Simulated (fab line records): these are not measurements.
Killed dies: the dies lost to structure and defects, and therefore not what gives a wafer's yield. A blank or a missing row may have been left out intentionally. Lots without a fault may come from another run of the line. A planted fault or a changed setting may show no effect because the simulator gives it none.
Struck lot and sound lot, side by side    flow berkeleyCmos170    26 steps out of a route of 331
Sound: these wafers, L271.3, L271.4, L271.5. Struck: wafers L274.2, L274.3, L274.6. The cause is named last.
Each step with rows lists, per side, the tool, then ch with its chambers, then its first start. Under that, the readings that differ: sound wafers    struck wafers    difference of the means    sigmas: that difference in standard deviations of wafers without a fault.
alike: readings with means less than 2 such deviations apart, plus words and numbers identical on both sides. not compared: withheld readings, readings lacking a value on some wafer, bounds such as >300 that could conceal the same value, and numbers that have no deviation in the record and whose values overlap.
A row with sigmas, a row that says differs or no value, or rows on one side alone: a step with any of these is where the two part. Non-overlapping numbers with no deviation appear without sigmas and do not part them. A reading missing from all wafers of one side parts the sides only when that side holds two or more wafers.

first, 4 steps without rows for these wafers: UCB170_M2_SOFTBAKE_11 (time 57.13 s); UCB170_M2_EXPOSE_12 (exposes mask METAL2, target cd 700 nm); UCB170_M2_PEB_13; UCB170_M2_DEVELOP_14 (develop time 45 s).
UCB170_M2_CD_MEAS_15: target cd 700 nm.
  sound on cdSem-02, day 10 02:08; struck on cdSem-01, day 10 18:10
  alike: cdNm
UCB170_M2_OVL_MEAS_16:
  sound on overlay-02, day 10 02:13; struck on overlay-01, day 10 18:16
  alike: M2_OVL
UCB170_M2_ETCH_17: etches BARC in N2/H2.
  sound on rieDiel-03 ch 0,3, day 10 02:15; struck on rieDiel-01 ch 1,2,3, day 10 18:18
  alike: drypumpMotorCurrentA, oesProductAu, throttleValvePct
UCB170_M2_METAL_ETCH_18: etches Al in Cl2/BCl3, stops on SiO2, target depth 1170 nm, time 195 s.
  sound on rieMetal-02 ch 0,1, day 10 02:21; struck on rieMetal-02 ch 0, day 10 18:21
  alike: drypumpMotorCurrentA, oesProductAu, throttleValvePct
  not compared: rfHoursCounterH
UCB170_M2_STRIP_19: strips in O2.
  sound on plasmaAsher-04 ch 0,1, day 10 02:31; struck on plasmaAsher-04 ch 0, day 10 18:32
  alike: drypumpMotorCurrentA, oesProductAu
  not compared: rfHoursCounterH
UCB170_M2_CD_MEAS_90: target cd 700 nm.
  sound on cdSem-01, day 10 02:37; struck on cdSem-01, day 10 18:39
  alike: cdNm
UCB170_V2_CVD_00: deposits SiO2 from TEOS/O2, target thk 2000 nm, time 250 s.
  sound on pecvd-02 ch 0,2, day 10 02:42; struck on pecvd-04 ch 0,1, day 10 18:45
  alike: heaterPowerW
UCB170_V2_THK_MEAS_01:
  sound on filmMetro-03, day 10 02:52; struck on filmMetro-02, day 10 19:00
  alike: V2_TEOS_THK
UCB170_V2_CMP_02: polishes SiO2.
  sound on cmp-01 ch 1,2, day 10 02:55; struck on cmp-02 ch 1,2,3, day 10 19:08
  no value came back on the struck wafers for any of 5 readings (edgeZonePressureFrac, headPressurePsi (psi) and others); on the sound wafers edgeZonePressureFrac reads 0.998 0.998 1.002
reading                             sound             struck          difference  sigmas
model.SiO2_of_V2_CVD_00.thkNm (nm)  1001 999.4 999.5  1992 2035 2035  +1021       
UCB170_V2_BOW_MEAS_03:
  sound on filmMetro-03, day 10 03:15; struck on filmMetro-01, day 10 19:24
  alike: V2_BOW
UCB170_V2_THK_MEAS_04:
  sound on filmMetro-03, day 10 03:21; struck on filmMetro-01, day 10 19:31
reading               sound               struck                difference  sigmas
V2_POLISHED_THK (nm)  1001.1 999.2 999.6  1992.8 2036.8 2036.0  +1021.9     +99 or more
then, 7 steps without rows for these wafers: UCB170_V2_CLEAN_05 (cleans in DIW); UCB170_V2_HMDS_06 (prime time 60 s); UCB170_V2_COAT_07 (resist thk 900 nm); UCB170_V2_SOFTBAKE_08 (time 60 s); UCB170_V2_EXPOSE_09 (exposes mask VIA2, target cd 700 nm); UCB170_V2_PEB_10; UCB170_V2_DEVELOP_11 (develop time 45 s).
UCB170_V2_CD_MEAS_12: target cd 700 nm.
  sound on cdSem-02, day 10 04:35; struck on cdSem-01, day 10 21:44
  alike: cdNm
UCB170_V2_OVL_MEAS_13:
  sound on overlay-01, day 10 04:40; struck on overlay-02, day 10 21:50
  alike: V2_OVL
UCB170_V2_ETCH_14: etches SiO2 in CHF3/CF4/Ar, stops on Al, target depth 1250 nm, time 291 s.
  sound on rieDiel-01 ch 0,1,2, day 10 04:41; struck on rieDiel-03 ch 0,2, day 10 21:52
reading                       sound              struck             difference  sigmas
oesProductAu (a.u.)           0.861 0.868 0.874  1.552 1.649 1.551  +0.716      +48
model.etch.depthNm (nm)       1001 999.4 999.5   1207 1286 1205     +233        
model.V2.featureDepthNm (nm)  1001 999.5 1000    1207 1286 1205     +233        
  alike: drypumpMotorCurrentA, throttleValvePct
  not compared: rfHoursCounterH
UCB170_V2_STRIP_15: strips in O2.
  sound on plasmaAsher-03 ch 0,1, day 10 04:54; struck on plasmaAsher-01 ch 0,1, day 10 22:03
  alike: drypumpMotorCurrentA, oesProductAu, stripTimeToEndpointS
  not compared: rfHoursCounterH

== WHERE THEY PART ==
At UCB170_V2_CMP_02 first; at UCB170_V2_ETCH_14 last (within this record only). Later steps at which nothing parts them and some readings are alike: UCB170_V2_STRIP_15.

WHY: whatever the simulator had introduced
Step skipped in full: cmp-02, at UCB170_V2_CMP_02, from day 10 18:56 onward. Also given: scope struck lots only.
